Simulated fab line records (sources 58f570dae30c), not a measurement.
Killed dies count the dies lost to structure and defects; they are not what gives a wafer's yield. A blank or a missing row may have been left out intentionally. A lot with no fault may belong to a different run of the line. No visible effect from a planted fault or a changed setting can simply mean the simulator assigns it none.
Problem report in the 8D (eight disciplines) form, filled by code -- flow berkeley cmos170 -- the parts of the form that need people (team, actions taken, sign-off) are left out

1. THE PROBLEM
Wafers without a fault read 20.98 C, standard deviation 0.1; developer temp C at UCB170_NVT_DEVELOP_05 reads a mean of 20.10 C on 9 wafers belonging to 3 lots. That is -8.8 standard deviations from the usual mean.
The step: develop time 45 s.
First seen on wafer L773.2, day 8 20:00, on litho track-03. At this step, 45 wafers from 15 lots have a number in the record. Rule for "out", or "out of limits": more than 4 standard deviations from the usual mean. All remaining wafers that have a number are taken as sound.

2. WHAT THIS IS AND IS NOT
question,is,is not
which readings at this step,developer temp C,-
which lots,"L773, L776, L778","L764, L767, L768, L769, L770, L771, L772, L779, L781, L784, L785, L787"
which wafers of those lots,all that have a number,-
read on which tools,litho track-03,"litho track-02, litho track-04"
when,from day 8 20:00,"up to then (21 sound wafers); but 15 sound wafers of L779, L781, L784, L785, L787 came after"

3. THE SUSPECTS, EACH WITH WHAT RULES IT OUT
Counting: a tool at a process step up to the reading stays a suspect if it ran every lot that is out and no sound lot after the first of them.
- litho track-03 at UCB170_NVT_DEVELOP_05 (develop time 45 s): kept. It processed each lot that is out, first L773 at day 8 20:00, and no sound lot thereafter; up to then, the last sound lot it processed was L770 at day 7 10:00. Its own readings are out on those wafers: developer temp C.
Left after counting: litho track-03 at UCB170_NVT_DEVELOP_05.

4. THE CAUSE (what the simulator had put in)
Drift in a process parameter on litho track-03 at UCB170_NVT_DEVELOP_05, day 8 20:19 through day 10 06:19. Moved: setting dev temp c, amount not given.
After counting, this tool was the only one left.

5. THE EFFECT CHAIN, in route order
Each row: a reading whose mean over the struck wafers that have a number lies more than 3 standard deviations from the usual. Only readings for which the record gives a usual standard deviation are gone through. hours: the time from each lot's start at the first step in this table that gives one to its start at this step, as a median over the lots. sigmas: the change in usual standard deviations.
hours,step,reading,usual,on struck wafers,change,sigmas
0,UCB170_NVT_DEVELOP_05,developer temp C,20.98 C,20.10,-0.88,-8.8
Here are the process steps it includes:
- UCB170_NVT_DEVELOP_05: develop time 45 s.
Later measuring or inspecting steps at which every struck wafer that the step has a row for has a number for every such reading, and none has moved that far: UCB170_PVT_TW_MEAS_09.

6. HOW IT WOULD HAVE BEEN CAUGHT EARLIER
In this record the first reading out of limits was taken at day 8 20:00.
